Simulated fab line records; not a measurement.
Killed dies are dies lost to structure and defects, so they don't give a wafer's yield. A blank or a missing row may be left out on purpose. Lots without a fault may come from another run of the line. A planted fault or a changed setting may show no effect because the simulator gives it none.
fab line records	flow rit-cmos
record: lots: 6	wafers: 18	last-day: 7
route steps=202 shown PSD@150 SDANNEAL@153 NSD@158 PLDD@159 NLDD@160 SILICIDE@161 M1@202
lots untouched by any fault: they come from a run of this same line in which no faults occurred
start-h: hours from the record's opening day to when the first of the lot's shown wafers began	wait-h: hours since the lot's step before	" identical to the entry in the row above	L1.1+2: a row that stands for several wafers	- no value present, or no start provided	* or withheld: withheld	< > ~ a bound
route shown NAME@n: names a module that has steps shown in the file, with the first one's number in the route	usual: mean/standard deviation of fault-free wafers	same: alike in all rows	chamber/n: place in a boat	sites: per-site readings	_std_site: the standard deviation of these	_edge_site: inner sites' mean taken away from outer sites' mean	radius-mm: how far each site lies from the wafer's centre	mask NAME#n: copy n	behind: the tool/chamber that last shaped the wafer	hold: why the lot went on hold/how many hours it stayed there/how the hold came to an end	device: transistor that didn't switch, given as n, p or np	end of line: the route-end tests of the same wafers	a step without rows: its recipe alone	killed: dies lost to structure and defects at the first sort, not the wafer's yield	map: dies across one wafer; x = killed, . = not, _ = none there
set.NAME: the setting as run; set.NAME@STEP: as run at that earlier step	model.NAME: the simulator's own value behind a step, which no gauge read
certain route steps with their lots: each step a table, each wafer a row
services: from which hour (start-h, from the record's first day; less than 0 if before it) a tool's chamber was out of use, for how many hours, and why
== steps ==
step: RIT_PSD_IMPLANT_08
recipe: species: BF2	energy-kev: 27	dose-cm2: 5e+15	tilt-deg: 7
step: RIT_PSD_STRIP_09
recipe: chemistry: O2	time-s: 180	resist: NOVOLAK	platen-temp-c: withheld	power-w: 500	pressure-mtorr: 4000	o2-flow-sccm: 4000
usual: drypump-motor-current-A: 5.4/0.48
lot.wafer	tool	chamber	start-h	wait-h	drypump-motor-current-A	rf-hours-counter-h
L464.3	plasma-asher-01	1	58.64	0.1	5.2	-
L464.4	"	0	"	"	6.3	-
L464.5	"	1	"	"	5.2	-
L469.2	plasma-asher-04	1	83.40	0.1	5.0	44
L469.3	"	0	"	"	5.4	-
L469.4	"	1	"	"	5.0	-
L476.3	plasma-asher-01	0	119.38	0.1	6.2	-
L476.4	"	1	"	"	5.2	-
L476.5	"	0	"	"	6.2	-
L479.1	plasma-asher-02	0	134.69	0.1	5.4	34
L479.2	"	1	"	"	4.8	34
L479.3	"	1	"	"	4.8	-
L482.1	plasma-asher-02	1	149.17	0.1	4.8	36
L482.5	"	1	"	"	4.8	-
L482.6	"	0	"	"	5.4	-
L484.1	plasma-asher-04	1	158.94	0.1	5.0	52
L484.2	"	0	"	"	5.4	52
L484.3	"	1	"	"	5.0	-
step: RIT_PSD_TW_MEAS_10
usual: PSD_TW: 3441/24
lot.wafer	tool	chamber	start-h	wait-h	PSD_TW
L464.3	film-metro-04	-	58.78	0.1	3469
L464.4	"	-	"	"	3475
L464.5	"	-	"	"	3500
L469.2	film-metro-04	-	83.59	0.1	3417
L469.3	"	-	"	"	3416
L469.4	"	-	"	"	3407
L476.3	film-metro-04	-	119.52	0.1	3436
L476.4	"	-	"	"	3423
L476.5	"	-	"	"	3409
L479.1	film-metro-04	-	134.86	0.1	3428
L479.2	"	-	"	"	3431
L479.3	"	-	"	"	3430
L482.1	film-metro-04	-	149.34	0.1	3384
L482.5	"	-	"	"	3393
L482.6	"	-	"	"	3389
L484.1	film-metro-02	-	159.11	0.1	3460
L484.2	"	-	"	"	3463
L484.3	"	-	"	"	3445
step: RIT_SDANNEAL_CLEAN_00
recipe: chemistry: SC1	mix: 3:3:50	time-s: 600	temp-c: 75
step: RIT_SDANNEAL_CLEAN_01
recipe: chemistry: dHF	dilution: 50:1	time-s: 31.35
step: RIT_SDANNEAL_CLEAN_02
recipe: chemistry: SC2	mix: 3:3:50	time-s: 600	temp-c: 75	dry: n2-spin
step: RIT_SDANNEAL_RTA_03
recipe: temp-c: 1050	time-s: 5	idle-temp-c: 600	ramp-up-c-per-s: 342	ramp-down-c-per-s: 171	cool-to-c: 600	ambient: N2
usual: wafer_temp_C_max: 1053.5/1.2
lot.wafer	tool	chamber	start-h	wait-h	wafer_temp_C_max
L464.3	rtp-anneal-01	0	59.24	0.0	1053.6
L464.4	"	0	"	"	1052.9
L464.5	"	0	"	"	1054.7
L469.2	rtp-anneal-02	0	84.01	0.0	1054.0
L469.3	"	0	"	"	1051.9
L469.4	"	0	"	"	1053.5
L476.3	rtp-anneal-01	0	119.94	0.0	1053.3
L476.4	"	0	"	"	1055.8
L476.5	"	0	"	"	1052.0
L479.1	rtp-anneal-02	0	135.29	0.0	1052.8
L479.2	"	0	"	"	1052.4
L479.3	"	0	"	"	1052.0
L482.1	rtp-anneal-01	0	149.77	0.0	1051.1
L482.5	"	0	"	"	1053.3
L482.6	"	0	"	"	1052.8
L484.1	rtp-anneal-01	0	159.54	0.0	1051.9
L484.2	"	0	"	"	1051.9
L484.3	"	0	"	"	1054.3
step: RIT_SDANNEAL_RS_MEAS_04
recipe: thk-meas-gauge: four-point-probe
usual: PSD_RS: 116.08/0.29
lot.wafer	tool	chamber	start-h	wait-h	PSD_RS[ohm/sq]
L464.3	film-metro-01	-	59.32	0.1	115.94
L464.4	"	-	"	"	116.09
L464.5	"	-	"	"	116.13
L469.2	film-metro-01	-	84.08	0.1	115.74
L469.3	"	-	"	"	116.01
L469.4	"	-	"	"	115.67
L476.3	film-metro-04	-	120.02	0.1	115.55
L476.4	"	-	"	"	115.80
L476.5	"	-	"	"	115.90
L479.1	film-metro-04	-	135.35	0.0	115.96
L479.2	"	-	"	"	115.93
L479.3	"	-	"	"	116.36
L482.1	film-metro-01	-	149.83	0.0	116.47
L482.5	"	-	"	"	116.28
L482.6	"	-	"	"	116.23
L484.1	film-metro-01	-	159.60	0.0	116.09
L484.2	"	-	"	"	116.12
L484.3	"	-	"	"	116.42
step: RIT_SDANNEAL_RS_MEAS_05
recipe: thk-meas-gauge: four-point-probe
usual: NSD_RS: 84.62/0.29
lot.wafer	tool	chamber	start-h	wait-h	NSD_RS[ohm/sq]
L464.3	film-metro-01	-	59.44	0.1	85.04
L464.4	"	-	"	"	84.99
L464.5	"	-	"	"	85.03
L469.2	film-metro-01	-	84.20	0.1	84.56
L469.3	"	-	"	"	84.61
L469.4	"	-	"	"	84.61
L476.3	film-metro-04	-	120.14	0.1	84.84
L476.4	"	-	"	"	84.78
L476.5	"	-	"	"	84.75
L479.1	film-metro-04	-	135.47	0.1	84.88
L479.2	"	-	"	"	84.80
L479.3	"	-	"	"	84.87
L482.1	film-metro-01	-	149.95	0.1	84.27
L482.5	"	-	"	"	84.51
L482.6	"	-	"	"	84.53
L484.1	film-metro-01	-	159.72	0.1	84.59
L484.2	"	-	"	"	84.65
L484.3	"	-	"	"	84.44
step: RIT_SDANNEAL_RS_MEAS_06
recipe: thk-meas-gauge: four-point-probe
usual: PLDD_RS: 180.5/0.51
lot.wafer	tool	chamber	start-h	wait-h	PLDD_RS[ohm/sq]
L464.3	film-metro-01	-	59.56	0.1	180.7
L464.4	"	-	"	"	179.8
L464.5	"	-	"	"	180.4
L469.2	film-metro-01	-	84.32	0.1	180.2
L469.3	"	-	"	"	180.8
L469.4	"	-	"	"	180.4
L476.3	film-metro-04	-	120.26	0.1	180.2
L476.4	"	-	"	"	180.5
L476.5	"	-	"	"	180.1
L479.1	film-metro-04	-	135.59	0.1	180.1
L479.2	"	-	"	"	180.2
L479.3	"	-	"	"	180.0
L482.1	film-metro-01	-	150.07	0.1	180.1
L482.5	"	-	"	"	179.8
L482.6	"	-	"	"	179.7
L484.1	film-metro-01	-	159.84	0.1	180.6
L484.2	"	-	"	"	180.4
L484.3	"	-	"	"	180.5
step: RIT_SDANNEAL_RS_MEAS_07
recipe: thk-meas-gauge: four-point-probe
usual: NLDD_RS: 152.7/0.54
lot.wafer	tool	chamber	start-h	wait-h	NLDD_RS[ohm/sq]
L464.3	film-metro-01	-	59.68	0.1	152.6
L464.4	"	-	"	"	153.0
L464.5	"	-	"	"	152.4
L469.2	film-metro-01	-	84.44	0.1	153.6
L469.3	"	-	"	"	153.5
L469.4	"	-	"	"	153.1
L476.3	film-metro-04	-	120.38	0.1	153.2
L476.4	"	-	"	"	153.1
L476.5	"	-	"	"	152.8
L479.1	film-metro-04	-	135.71	0.1	153.5
L479.2	"	-	"	"	153.5
L479.3	"	-	"	"	153.4
L482.1	film-metro-01	-	150.19	0.1	152.1
L482.5	"	-	"	"	151.9
L482.6	"	-	"	"	152.4
L484.1	film-metro-01	-	159.96	0.1	152.8
L484.2	"	-	"	"	152.7
L484.3	"	-	"	"	152.4
step: RIT_SILICIDE_WET_ETCH_00
recipe: chemistry: BOE	target: SiO2	target-depth-nm: 14	time-s: 15	dry: n2-spin	dilution: 10:1	temp-c: 21.5
step: RIT_SILICIDE_SPUTTER_01
recipe: material: Ti	target-thk-nm: 30	power-w: 350	chamber-pressure-pa: 0.667	gas: Ar	time-s: 240	substrate-temp-c: 25
usual: cathode-dc-power-W: 350.00/0.074	substrate-temp-c: 25.00/0.11	throttle-valve-pct: 29.8/0.93
lot.wafer	tool	chamber	start-h	wait-h	cathode-dc-power-W	substrate-temp-c	throttle-valve-pct	model.Ti_of_SILICIDE_SPUTTER_01.thk-nm
L464.3	pvd-sputter-01	-	59.77	0.0	349.99	24.90	29.5	29.9
L464.4	"	-	"	"	350.10	25.05	29.4	29.63
L464.5	"	-	"	"	350.01	25.11	30.1	30.33
L469.2	pvd-sputter-02	-	84.55	0.0	349.96	24.90	28.1	30.98
L469.3	"	-	"	"	350.01	24.79	29.1	30.48
L469.4	"	-	"	"	349.82	24.98	29.9	30.31
L476.3	pvd-sputter-02	-	120.47	0.0	349.99	25.08	30.0	30.07
L476.4	"	-	"	"	339.75	24.95	30.9	29.4
L476.5	"	-	"	"	349.86	25.21	30.0	30.19
L479.1	pvd-sputter-02	-	135.84	0.0	349.98	24.88	27.9	30.99
L479.2	"	-	"	"	339.70	25.02	30.9	29.89
L479.3	"	-	"	"	349.96	25.13	29.4	30.93
L482.1	pvd-sputter-01	-	150.32	0.0	349.93	25.04	29.5	30.37
L482.5	"	-	"	"	350.02	25.02	29.6	30.2
L482.6	"	-	"	"	349.96	24.89	30.8	30.62
L484.1	pvd-sputter-01	-	160.09	0.0	349.91	24.86	29.2	30.79
L484.2	"	-	"	"	349.99	25.03	30.4	31.12
L484.3	"	-	"	"	349.91	25.16	31.0	30.9
step: RIT_SILICIDE_RS_MEAS_02
recipe: thk-meas-gauge: four-point-probe	reads: Ti_of_SILICIDE_SPUTTER_01
usual: SILICIDE_TI_RS: 47.5/0.74
lot.wafer	tool	chamber	start-h	wait-h	SILICIDE_TI_RS[ohm/sq]
L464.3	film-metro-03	-	59.96	0.1	48.1
L464.4	"	-	"	"	48.7
L464.5	"	-	"	"	47.3
L469.2	film-metro-02	-	84.72	0.1	46.1
L469.3	"	-	"	"	47.0
L469.4	"	-	"	"	47.4
L476.3	film-metro-03	-	120.66	0.1	47.8
L476.4	"	-	"	"	49.2
L476.5	"	-	"	"	47.5
L479.1	film-metro-03	-	135.99	0.1	46.1
L479.2	"	-	"	"	48.1
L479.3	"	-	"	"	46.2
L482.1	film-metro-02	-	150.47	0.1	47.2
L482.5	"	-	"	"	47.5
L482.6	"	-	"	"	46.7
L484.1	film-metro-01	-	160.24	0.1	46.4
L484.2	"	-	"	"	45.8
L484.3	"	-	"	"	46.2
step: RIT_M1_PROBE_99
usual: killed-at-contacts: 0.1/0.35	killed-at-front-end: 6.6/2.7	killed-dies: 6.7/2.8	killed-open: 3.4/2.1	killed-short: 3.3/1.8
same: gross-dies: 264	killed_at_M0_to_M3: 0	killed_at_M4_up: 0	killed-at-back-side: 0	killed-at-other: 0
lot.wafer	tool	chamber	start-h	wait-h	killed-at-contacts	killed-at-front-end	killed-dies	killed-open	killed-short	model.etest.npoly-line.rs-ohm-sq	model.etest.ppoly-line.rs-ohm-sq	model.etest.npoly-sal.rs-ohm-sq	model.etest.ppoly-sal.rs-ohm-sq	model.etest.pplus-sal.rs-ohm-sq	model.etest.nplus-sal.rs-ohm-sq	model.etest.pplus-sal.line-ohm-um	model.etest.nplus-sal.line-ohm-um
L464.3	prober-02	-	66.74	0.2	1	8	9	5	4	16.98	16.45	4.386	4.373	4.358	4.33	1.267	1.25
L464.4	prober-02	-	66.79	0.2	0	7	7	1	6	17.09	16.61	4.447	4.418	4.399	4.381	1.263	1.257
L464.5	prober-02	-	66.84	0.2	0	10	10	4	6	16.8	16.3	4.352	4.305	4.29	4.342	1.254	1.254
L469.2	prober-01	-	91.50	0.1	0	5	5	2	3	16.58	16.01	4.212	4.186	4.154	4.155	1.214	1.212
L469.3	prober-01	-	91.55	0.2	0	6	6	3	3	16.74	16.32	4.269	4.257	4.251	4.253	1.218	1.228
L469.4	prober-01	-	91.60	0.2	0	6	6	3	3	16.95	16.32	4.326	4.29	4.252	4.21	1.234	1.237
L476.3	prober-02	-	128.77	0.2	0	5	5	1	4	17.01	16.39	4.336	4.285	4.307	4.26	1.229	1.251
L476.4	prober-02	-	128.82	0.2	0	9	9	5	4	17.29	16.78	4.431	4.433	4.395	4.374	1.266	1.249
L476.5	prober-02	-	128.87	0.2	0	3	3	3	0	16.92	16.36	4.365	4.293	4.314	4.301	1.251	1.232
L479.1	prober-01	-	142.89	0.1	0	7	7	1	6	16.59	16.11	4.254	4.201	4.215	4.193	1.225	1.227
L479.2	prober-01	-	142.94	0.1	0	5	5	3	2	17.05	16.56	4.377	4.352	4.338	4.33	1.275	1.264
L479.3	prober-01	-	142.99	0.2	0	9	9	5	4	16.55	16.23	4.289	4.21	4.237	4.212	1.233	1.225
L482.1	prober-02	-	157.23	0.1	0	6	6	4	2	16.86	16.36	4.33	4.291	4.269	4.266	1.229	1.239
L482.5	prober-02	-	157.43	0.2	0	10	10	4	6	17	16.49	4.3	4.268	4.3	4.274	1.243	1.245
L482.6	prober-02	-	157.48	0.2	0	8	8	2	6	16.82	16.37	4.257	4.245	4.229	4.193	1.218	1.21
L484.1	prober-02	-	169.89	0.1	0	8	8	6	2	16.71	16.3	4.228	4.198	4.204	4.198	1.228	1.227
L484.2	prober-02	-	169.94	0.1	0	5	5	4	1	16.55	16.09	4.144	4.14	4.137	4.15	1.194	1.203
L484.3	prober-02	-	169.99	0.2	0	5	5	2	3	16.81	16.2	4.238	4.23	4.2	4.231	1.238	1.228
killed by level:class
L464.3 GATE:geometric-particle:short=4 ACTIVE:geometric-particle:open=1 FOX1:geometric-particle:open=1 FOX2:geometric-particle:open=1 CONTACT:geometric-particle:open=1 SILICIDE:geometric-particle:open=1
L464.4 GATE:geometric-particle:short=3 FOX1:geometric-particle:short=2 FOX1:geometric-particle:open=1 SPACER:geometric-particle:short=1
L464.5 FOX1:geometric-particle:open=3 GATE:geometric-particle:short=3 REOX:geometric-particle:short=2 FOX1:geometric-particle:short=1 GATE:geometric-particle:open=1
L469.2 FOX1:geometric-particle:short=1 FOX2:geometric-particle:open=1 SPACER:geometric-particle:short=1 SPACER:geometric-particle:open=1 SILICIDE:geometric-particle:short=1
L469.3 GATE:geometric-particle:open=2 FOX1:geometric-particle:open=1 FOX1:geometric-particle:short=1 SPACER:geometric-particle:short=1 SILICIDE:geometric-particle:short=1
L469.4 GATE:geometric-particle:open=2 SPACER:geometric-particle:short=2 FOX2:geometric-particle:open=1 GATE:geometric-particle:short=1
L476.3 GATE:geometric-particle:short=3 FOX1:geometric-particle:short=1 SPACER:geometric-particle:open=1
L476.4 FOX1:geometric-particle:short=2 REOX:geometric-particle:open=2 FOX1:geometric-particle:open=1 GATE:geometric-particle:short=1 REOX:geometric-particle:short=1 SPACER:geometric-particle:open=1 SILICIDE:geometric-particle:open=1
L476.5 GATE:geometric-particle:open=2 FOX1:geometric-particle:open=1
L479.1 REOX:geometric-particle:short=3 GATE:geometric-particle:short=2 REOX:geometric-particle:open=1 SPACER:geometric-particle:short=1
L479.2 GATE:geometric-particle:short=2 SILICIDE:geometric-particle:open=2 GATE:geometric-particle:open=1
L479.3 FOX1:geometric-particle:open=2 FOX2:geometric-particle:open=2 FOX1:geometric-particle:short=1 GATE:geometric-particle:short=1 REOX:geometric-particle:short=1 SPACER:geometric-particle:open=1 SILICIDE:geometric-particle:short=1
L482.1 SILICIDE:geometric-particle:open=3 GATE:geometric-particle:short=2 FOX2:geometric-particle:open=1
L482.5 GATE:geometric-particle:short=3 FOX1:geometric-particle:open=2 GATE:geometric-particle:open=2 SPACER:geometric-particle:short=2 FOX2:geometric-particle:short=1
L482.6 FOX1:geometric-particle:short=3 FOX2:geometric-particle:short=1 GATE:geometric-particle:open=1 GATE:geometric-particle:short=1 REOX:geometric-particle:short=1 SILICIDE:geometric-particle:open=1
L484.1 FOX2:geometric-particle:open=2 GATE:geometric-particle:open=2 FOX2:geometric-particle:short=1 GATE:geometric-particle:short=1 SPACER:geometric-particle:open=1 SILICIDE:geometric-particle:open=1
L484.2 GATE:geometric-particle:open=2 FOX2:geometric-particle:open=1 SPACER:geometric-particle:open=1 SILICIDE:geometric-particle:short=1
L484.3 GATE:geometric-particle:open=2 FOX1:geometric-particle:short=1 GATE:geometric-particle:short=1 SILICIDE:geometric-particle:short=1
== services ==
tool	chamber	start-h	hours	kind
pvd-sputter-02	-	58.01	7.9	repair
rtp-anneal-01	-	75.36	3.7	pm
pvd-sputter-02	-	79.80	1.2	repair
pvd-sputter-01	-	93.62	1.8	repair
plasma-asher-01	-	102.22	7.6	repair
pvd-sputter-01	-	116.20	13.3	repair
pvd-sputter-01	-	135.10	1.4	repair
== key ==
first-sign: step: RIT_SILICIDE_SPUTTER_01	reading: cathode-dc-power-W	direction: down	sigmas: 99+	usual: 350.00	struck: 339.72
effect none on later readings
model-effect: step: RIT_SILICIDE_SPUTTER_01	value: Ti_of_SILICIDE_SPUTTER_01.thk-nm	without: 30.53	struck: 29.65
model-effect: step: RIT_M1_PROBE_99	value: etest.npoly-line.rs-ohm-sq	without: 16.81	struck: 17.17
met-at RIT_SILICIDE_SPUTTER_01
struck-wafers L476.4,L479.2
tester-left-out L476,L479
fault: kind: process-parameter-drift	tool: pvd-sputter-02	chamber: -	onset-h: 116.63	steps: RIT_SILICIDE_SPUTTER_01	channel: power-w	offset: -10.311	shape: step	end-h: 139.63	stated: 350	scope: struck-wafers-only
tester-left-out: of these lots the tester's yield and bins aren't shown, on N5 and GAA mostly nor the transistor test; their killed dies are dies lost to structure and defects alone, not to doping, threshold or leakage, so they don't give the yield
